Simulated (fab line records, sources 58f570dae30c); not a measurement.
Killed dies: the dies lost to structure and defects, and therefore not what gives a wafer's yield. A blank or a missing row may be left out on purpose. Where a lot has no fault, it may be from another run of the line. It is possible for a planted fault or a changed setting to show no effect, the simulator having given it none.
Comparing a struck lot with a sound one || flow berkeleyCmos170 || 23 out of 331 route steps
Sound: wafers L365.4, L365.5, L365.6. The struck wafers were L377.1, L377.5, L377.6. The cause comes at the end.
Each step with rows lists, per side, the tool, then ch with its chambers, then its first start. Under that, the readings that differ: sound wafers || struck wafers || difference of the means || sigmas: that difference in standard deviations of wafers without a fault.
alike: readings with means less than 2 such deviations apart, plus words and numbers identical on both sides. not compared: withheld readings, readings lacking a value on some wafer, bounds such as >300 that could conceal the same value, and numbers that have no deviation in the record and whose values overlap.
A row with sigmas, a row that says differs or no value, or rows on one side alone: a step with any of these is where the two part. When numbers do not overlap yet have no deviation, they are printed without sigmas and do not part them. A reading missing from all wafers of one side parts the sides only when that side holds two or more wafers.

UCB170_NLDD_CD_MEAS_06: target cd 1200 nm.
  sound: cdSem-01 at day 8 16:24; struck: cdSem-01 at day 11 07:53
  alike: cdNm
UCB170_NLDD_OVL_MEAS_07:
  sound: overlay-01 at day 8 16:28; struck: overlay-01 at day 11 08:01
  alike: NLDD_OVL
then, 2 steps without rows for these wafers: UCB170_NLDD_IMPLANT_08; UCB170_NLDD_IMPLANT_09.
UCB170_NLDD_STRIP_10: strips in O2.
  sound on plasmaAsher-04 ch 0,1, day 8 16:50; struck on plasmaAsher-03 ch 0,1, day 11 08:20
  alike: drypumpMotorCurrentA, oesProductAu, stripTimeToEndpointS
  not compared: rfHoursCounterH
UCB170_NLDD_TW_MEAS_11:
  sound: filmMetro-01 at day 8 16:55; struck: filmMetro-03 at day 11 08:26
  alike: NLDD_TW
then, 1 step without rows for these wafers: UCB170_NLDD_CLEAN_12 (cleans in SPM, time 600 s).
UCB170_SPACER_CVD_00: deposits SiO2 from TEOS/O2, target thk 376 nm, time 47 s.
  sound on pecvd-03 ch 0,1,2, day 8 18:40; struck on pecvd-01 ch 0,1, day 11 08:41
  alike: heaterPowerW
UCB170_SPACER_THK_MEAS_01:
  sound: filmMetro-02 at day 8 18:43; struck: filmMetro-02 at day 11 08:44
  alike: SPACER_TEOS_THK
then, 1 step without rows for these wafers: UCB170_SPACER_ANNEAL_02 (time 1800 s).
UCB170_SPACER_ETCHBACK_03: etches SiO2 in CHF3/CF4/Ar, stops on Si, target depth 376 nm, time 100 s.
  sound on rieDiel-02 ch 1,2,3, day 8 23:54; struck on rieDiel-03 ch 0,2, day 11 14:03
  alike: drypumpMotorCurrentA, oesProductAu, throttleValvePct
  not compared: rfHoursCounterH
then, 1 step without rows for these wafers: UCB170_PSD_HMDS_00 (prime time 60 s).
UCB170_PSD_COAT_01: resist thk 900 nm.
  sound on lithoTrack-03 ch 0, day 9 00:26; struck on lithoTrack-02 ch 0, day 11 14:16
{"reading": "model.KrF_of_PSD_COAT_01.thkNm (nm)", "sound": "898.6 898.7 899.7", "struck": "853.3 852.4 854.7", "difference": -45.5, "sigmas": ""}
then, 3 steps without rows for these wafers: UCB170_PSD_SOFTBAKE_02 (time 60 s); UCB170_PSD_EXPOSE_03 (exposes mask PSELECT MOD, target cd 1200 nm); UCB170_PSD_PEB_04.
UCB170_PSD_DEVELOP_05: develop time 45 s.
  sound: lithoTrack-02 ch 0; struck: lithoTrack-03 ch 0
{"reading": "model.KrF_of_PSD_COAT_01.thkNm (nm)", "sound": "884.4 884.5 885.5", "struck": "839.1 838.2 840.5", "difference": -45.5, "sigmas": ""}
UCB170_PSD_CD_MEAS_06: target cd 1200 nm.
  sound: cdSem-01 at day 9 01:19; struck: cdSem-02 at day 11 15:13
{"reading": "cdNm (nm)", "sound": "1198.0 1200.1 1199.7", "struck": "1204.5 1203.8 1203.0", "difference": "+4.5", "sigmas": "+3"}
UCB170_PSD_OVL_MEAS_07:
  sound: overlay-01 at day 9 01:23; struck: overlay-02 at day 11 15:20
  alike: PSD_OVL
after that, 1 step had no rows for these wafers: UCB170_PSD_IMPLANT_08.
UCB170_PSD_STRIP_09: strips in O2.
  sound on plasmaAsher-04 ch 0,1, day 9 01:35; struck on plasmaAsher-01 ch 0,1, day 11 15:31
{"reading": "stripTimeToEndpointS (s)", "sound": "29.34 29.36 29.37", "struck": "28.28 28.24 28.32", "difference": -1.08, "sigmas": -15}
  alike: drypumpMotorCurrentA, oesProductAu
  not compared: rfHoursCounterH
UCB170_PSD_TW_MEAS_10:
  sound: filmMetro-03 at day 9 01:41; struck: filmMetro-01 at day 11 15:37
  alike: PSD_TW
UCB170_M3_PROBE_99:
  the record has rows for the sound wafers here (prober-01, day 10 07:51) and none for the struck ones

## WHERE THEY PART
Earliest at UCB170_PSD_CD_MEAS_06; latest, in this record, at UCB170_M3_PROBE_99.

WHY: what had been put in by the simulator
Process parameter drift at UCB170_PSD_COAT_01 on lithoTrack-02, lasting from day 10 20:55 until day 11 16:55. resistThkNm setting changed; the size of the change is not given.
